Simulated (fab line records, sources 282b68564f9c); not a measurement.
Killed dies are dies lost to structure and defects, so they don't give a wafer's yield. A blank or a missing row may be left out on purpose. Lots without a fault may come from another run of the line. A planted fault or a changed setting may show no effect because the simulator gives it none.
A struck lot beside a sound one | flow rit_cmos | 16 steps out of a route of 202
Sound: wafers L222.1, L222.3, L222.4. Struck: wafers L216.1, L216.2, L216.4. The cause comes at the end.
At each step with rows: each side's tool, then ch and its chambers, then its first start. Under that, the readings that differ: sound wafers | struck wafers | difference of the means | sigmas: that difference in standard deviations of wafers without a fault.
alike: readings whose means differ by less than 2 such deviations, and words and numbers that are the same on both sides. not compared: withheld readings, readings that some wafer has no value for, bounds like >300 that may hide the same value, and numbers for which the record gives no deviation and whose values overlap.
The two part at a step that has a row with sigmas, a row that says differs or no value, or rows on one side only. Numbers that don't overlap but have no deviation are shown without sigmas and don't part them. A reading that every wafer of one side lacks parts them only if that side has two wafers or more.

RIT_ACTIVE_BOW_MEAS_00:
  sound on film_metro-04, day 4 03:00; struck on film_metro-02, day 2 21:00
  alike: INCOMING_BOW
then, 1 step without rows for these wafers: RIT_ACTIVE_OXIDATION_01 (target thk 46.8 nm, ox time 3360 s).
RIT_ACTIVE_THK_MEAS_02:
  sound on film_metro-01, day 4 05:03; struck on film_metro-01, day 2 23:40
  alike: ACTIVE_OXIDE_THK
then, 1 step without rows for these wafers: RIT_ACTIVE_CVD_03 (deposits Si3N4 from SiH2Cl2/NH3, target thk 150 nm, time 1500 s).
RIT_ACTIVE_THK_MEAS_04:
  sound on film_metro-04, day 4 06:32; struck on film_metro-04, day 3 01:08
  alike: ACTIVE_NITRIDE_THK
then, 1 step without rows for these wafers: RIT_ACTIVE_HMDS_05 (prime time 60 s).
RIT_ACTIVE_COAT_06: resist thk 995 nm.
  sound on litho_track-04 ch 0, day 4 06:44; struck on litho_track-03 ch 0, day 3 01:21
  reading                                     | sound                | struck               | difference | sigmas
  spin_speed_rpm (rpm)                        | 3248.4 3248.4 3247.2 | 3132.3 3130.2 3133.3 | -116.1     | -55
  model.NOVOLAK_of_ACTIVE_COAT_06.thk_nm (nm) | 992.9 992.5 990.4    | 1009 1009 1013       | +18        |
then, 4 steps without rows for these wafers: RIT_ACTIVE_SOFTBAKE_07 (time 60 s); RIT_ACTIVE_EXPOSE_08 (exposes mask M1, target cd 1400 nm); RIT_ACTIVE_PEB_09; RIT_ACTIVE_DEVELOP_10 (develop time 50 s).
RIT_ACTIVE_CD_MEAS_11: target cd 1400 nm.
  sound on cd_sem-01, day 4 07:26; struck on cd_sem-01, day 3 02:03
  alike: cd_nm
then, 1 step without rows for these wafers: RIT_ACTIVE_HARDBAKE_12 (time 60 s).
RIT_ACTIVE_ETCH_13: etches Si3N4 in SF6, stops on SiO2, time 210 s, target depth 210 nm.
  sound on rie_diel-03 ch 0,1,3, day 4 07:44; struck on rie_diel-04 ch 0,1,2, day 3 02:19
  reading                                     | sound             | struck            | difference | sigmas
  model.NOVOLAK_of_ACTIVE_COAT_06.thk_nm (nm) | 646.5 650.7 645.6 | 660.3 656.7 670.8 | +15.0      |
  alike: chamber_pressure_mTorr, drypump_motor_current_A, oes_product_au, rf_fwd_power_W, throttle_valve_pct
  not compared: rf_hours_counter_h
RIT_ACTIVE_STRIP_14: strips in O2, time 180 s.
  sound on plasma_asher-01 ch 0,1, day 4 07:52; struck on plasma_asher-01 ch 0,1, day 3 02:27
  alike: chamber_pressure_mTorr, drypump_motor_current_A
  not compared: rf_hours_counter_h
-- the record jumps here: 2 days lie between the struck wafers' starts before and after (it left off in module ACTIVE and takes up again in module M1, whose first step shown is number 202 of the route) --
RIT_M1_PROBE_99:
  sound on prober-02, day 6 12:22; struck on prober-02, day 5 07:06
  alike: killed_at_front_end, killed_dies, killed_open, killed_short

WHERE THEY PART
Only at RIT_ACTIVE_COAT_06, within this record. Later steps at which nothing parts them and some readings are alike: RIT_ACTIVE_CD_MEAS_11, RIT_ACTIVE_ETCH_13, RIT_ACTIVE_STRIP_14, RIT_M1_PROBE_99.

WHY: what the simulator had put in
Process parameter drift: litho_track-03, from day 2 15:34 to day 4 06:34, at RIT_ACTIVE_COAT_06. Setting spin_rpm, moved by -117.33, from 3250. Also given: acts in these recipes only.
